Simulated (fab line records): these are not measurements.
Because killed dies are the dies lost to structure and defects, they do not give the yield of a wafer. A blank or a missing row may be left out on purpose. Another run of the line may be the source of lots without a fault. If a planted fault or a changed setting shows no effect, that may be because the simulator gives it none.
The tool behind it: which one? || flow rit_cmos || 7 lots, 21 wafers sampled, at 2 steps of a route of 202

== WHAT EACH GAUGE READ, for each wafer ==
RIT_SILICIDE_RS_MEAS_02: measures by four-point-probe.
{"lot": "L323", "measured": "day 3 14:01", "on": "film_metro-01", "SILICIDE_TI_RS (ohm/sq)": "45.1 45.4 46.3"}
{"lot": "L325", "measured": "day 4 07:27", "on": "film_metro-04", "SILICIDE_TI_RS (ohm/sq)": "46.1 46.8 45.5"}
{"lot": "L326", "measured": "day 4 14:58", "on": "film_metro-04", "SILICIDE_TI_RS (ohm/sq)": "45.7 45.7 45.8"}
{"lot": "L329", "measured": "day 5 05:56", "on": "film_metro-01", "SILICIDE_TI_RS (ohm/sq)": "45.0 45.5 45.1"}
{"lot": "L331", "measured": "day 5 12:18", "on": "film_metro-01", "SILICIDE_TI_RS (ohm/sq)": "46.0 46.1 45.8"}
{"lot": "L336", "measured": "day 6 08:50", "on": "film_metro-01", "SILICIDE_TI_RS (ohm/sq)": "45.8 46.0 45.5"}
{"lot": "L344", "measured": "day 8 14:04", "on": "film_metro-01", "SILICIDE_TI_RS (ohm/sq)": "44.8 45.0 45.3"}

== TOOL THAT RAN EACH LOT (tool first, then ch and the chambers of the sampled wafers, then the start) ==
{"lot": "L323", "RIT_SILICIDE_SPUTTER_01": "pvd_sputter-02, day 3 13:49"}
{"lot": "L325", "RIT_SILICIDE_SPUTTER_01": "pvd_sputter-01, day 4 07:18"}
{"lot": "L326", "RIT_SILICIDE_SPUTTER_01": "pvd_sputter-01, day 4 14:47"}
{"lot": "L329", "RIT_SILICIDE_SPUTTER_01": "pvd_sputter-04, day 5 05:47"}
{"lot": "L331", "RIT_SILICIDE_SPUTTER_01": "pvd_sputter-02, day 5 12:09"}
{"lot": "L336", "RIT_SILICIDE_SPUTTER_01": "pvd_sputter-04, day 6 08:40"}
{"lot": "L344", "RIT_SILICIDE_SPUTTER_01": "pvd_sputter-04, day 8 13:55"}
- RIT_SILICIDE_SPUTTER_01: material Ti, target thk 30 nm, time 240 s.

== THE ANSWER, worked out from the rows above alone ==
Rule: usual is defined by the lots themselves. Put in order of their means at a reading, lots are off if they are a third of the lots or fewer, leave a main group of 4 or more, and stand apart from it by a gap of 3 or more times the standard deviation of the main group's means; of several such gaps the widest counts. If all means in a main group match to the digits the tables above print for the reading, that group is not used. A lot without any number at a reading at which 4 lots or more have one is off too. Where the step has rows for the other lots, those lots are counted as sound.
None of the lots is off at any reading shown; this tells nothing.

== WHAT WAS PUT IN BY THE SIMULATOR ==
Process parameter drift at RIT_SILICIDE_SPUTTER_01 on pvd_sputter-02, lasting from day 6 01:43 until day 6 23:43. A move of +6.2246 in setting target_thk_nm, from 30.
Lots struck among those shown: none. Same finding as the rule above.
